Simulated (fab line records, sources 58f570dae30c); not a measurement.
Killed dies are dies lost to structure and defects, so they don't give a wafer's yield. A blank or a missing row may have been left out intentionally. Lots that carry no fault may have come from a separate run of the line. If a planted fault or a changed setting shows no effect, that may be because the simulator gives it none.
Problem report, 8D (eight disciplines) form, completed by code    flow berkeley cmos170    the parts of the form that need people (team, actions taken, sign-off) are left out

== 1. PROBLEM STATEMENT ==
Across 6 wafers from 2 lots, ACTIVE_NITRIDE_THK at UCB170_ACTIVE_THK_MEAS_06 averages 139.9 nm, while fault-free wafers read 218.9 nm with a standard deviation of 2. That is -40 standard deviations from the usual mean.
First seen on wafer L401.1, day 6 08:29, on film metro-03. Wafers with a number at this step in the record: 42, from 14 lots. Rule for "out" (also "out of limits"): further than 4 standard deviations from the usual mean. The other wafers with a number count as sound.

== 2. WHAT IT IS, AND WHAT IT ISN'T ==
question                     is                            is not
which readings at this step  ACTIVE_NITRIDE_THK            -
which lots                   L400, L401                    L390, L391, L392, L393, L397, L402, L404, L405, L406, L411, L412, L413
which wafers of those lots   all that have a number        -
read on which gauges         film metro-01, film metro-03  film metro-02
when                         from day 6 08:29              up to then (15 sound wafers); but 21 sound wafers of L402, L404, L405, L406, L411, L412, L413 came after

== 3. SUSPECTS, AND WHAT RULES EACH OUT ==
Counting: a tool stays on the suspect list if, at a process step up to the reading, it processed all lots that are out and no sound lot following the first of them.
- the gauge at UCB170_ACTIVE_THK_MEAS_06: ruled out. Those wafers that are out were read across 2 gauges (film metro-01, film metro-03).
- lpcvd-02 at UCB170_ACTIVE_CVD_05 (deposits Si3N4 from SiH2Cl2/NH3, target thk 220 nm, time 3300 s): kept. All lots that are out passed through it, beginning with L400 at day 6 06:34, and no sound lot followed; its final sound lot before that point was L397 at day 5 10:02. Out on those wafers are its own readings of spike tc centre C, spike tc load C, spike tc source C, susceptor temp C.
Left after counting: lpcvd-02 at UCB170_ACTIVE_CVD_05.

== 4. THE CAUSE (what the simulator had put in) ==
lpcvd-02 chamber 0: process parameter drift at UCB170_ACTIVE_CVD_05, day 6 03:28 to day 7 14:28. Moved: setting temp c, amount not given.
After counting, this tool was the only one left.

== 5. THE EFFECT CHAIN, in route order ==
Rows list readings where the struck wafers' mean (over those with a number) sits beyond 3 standard deviations from the usual. Only readings for which the record gives a usual standard deviation are gone through. hours: the time from each lot's start at the first step in this table that gives one to its start at this step, as a median over the lots. sigmas: the change in usual standard deviations.
hours  step                       reading             usual       on struck wafers  change  sigmas
0      UCB170_ACTIVE_CVD_05       spike tc centre C   802.9 C     778.6             -24.3   -22
0      UCB170_ACTIVE_CVD_05       spike tc load C     824 C       796               -28     -8.9
0      UCB170_ACTIVE_CVD_05       spike tc source C   823.4 C     798.5             -24.9   -10
0      UCB170_ACTIVE_CVD_05       susceptor temp C    800.0 C     775.0             -25.0   -76
2      UCB170_ACTIVE_THK_MEAS_06  ACTIVE_NITRIDE_THK  218.9 nm    139.9             -79.0   -40
4      UCB170_ACTIVE_ETCH_15      oes product au      0.936 a.u.  0.737             -0.199  -12
Here are the process steps it includes:
- UCB170_ACTIVE_CVD_05: deposits Si3N4 from SiH2Cl2/NH3, target thk 220 nm, time 3300 s.
- UCB170_ACTIVE_ETCH_15: etches Si3N4 in CH3F/Ar/O2, stops on SiO2, target depth 242 nm, time 151 s.
At these later measuring or inspecting steps, every struck wafer for which the step has a row has a number for every such reading, and none has moved that far: UCB170_GATE_CD_MEAS_90, UCB170_CONTACT_CD_MEAS_15.

== 6. HOW IT WOULD HAVE BEEN CAUGHT EARLIER ==
The first out-of-limits reading at a measuring or inspecting step in this record came at day 6 08:29, 5 hours after the fault's start at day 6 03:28.
Tool's own readings at UCB170_ACTIVE_CVD_05, spike tc centre C, spike tc load C, spike tc source C, susceptor temp C: out on all struck wafers the step has rows for; an alarm limit on them would have tripped on the first.
The start of UCB170_ACTIVE_CVD_05 on lpcvd-02 came by day 6 08:29 for every one of the lots that are out (2). Holding the tool at that point would not have protected any of them.
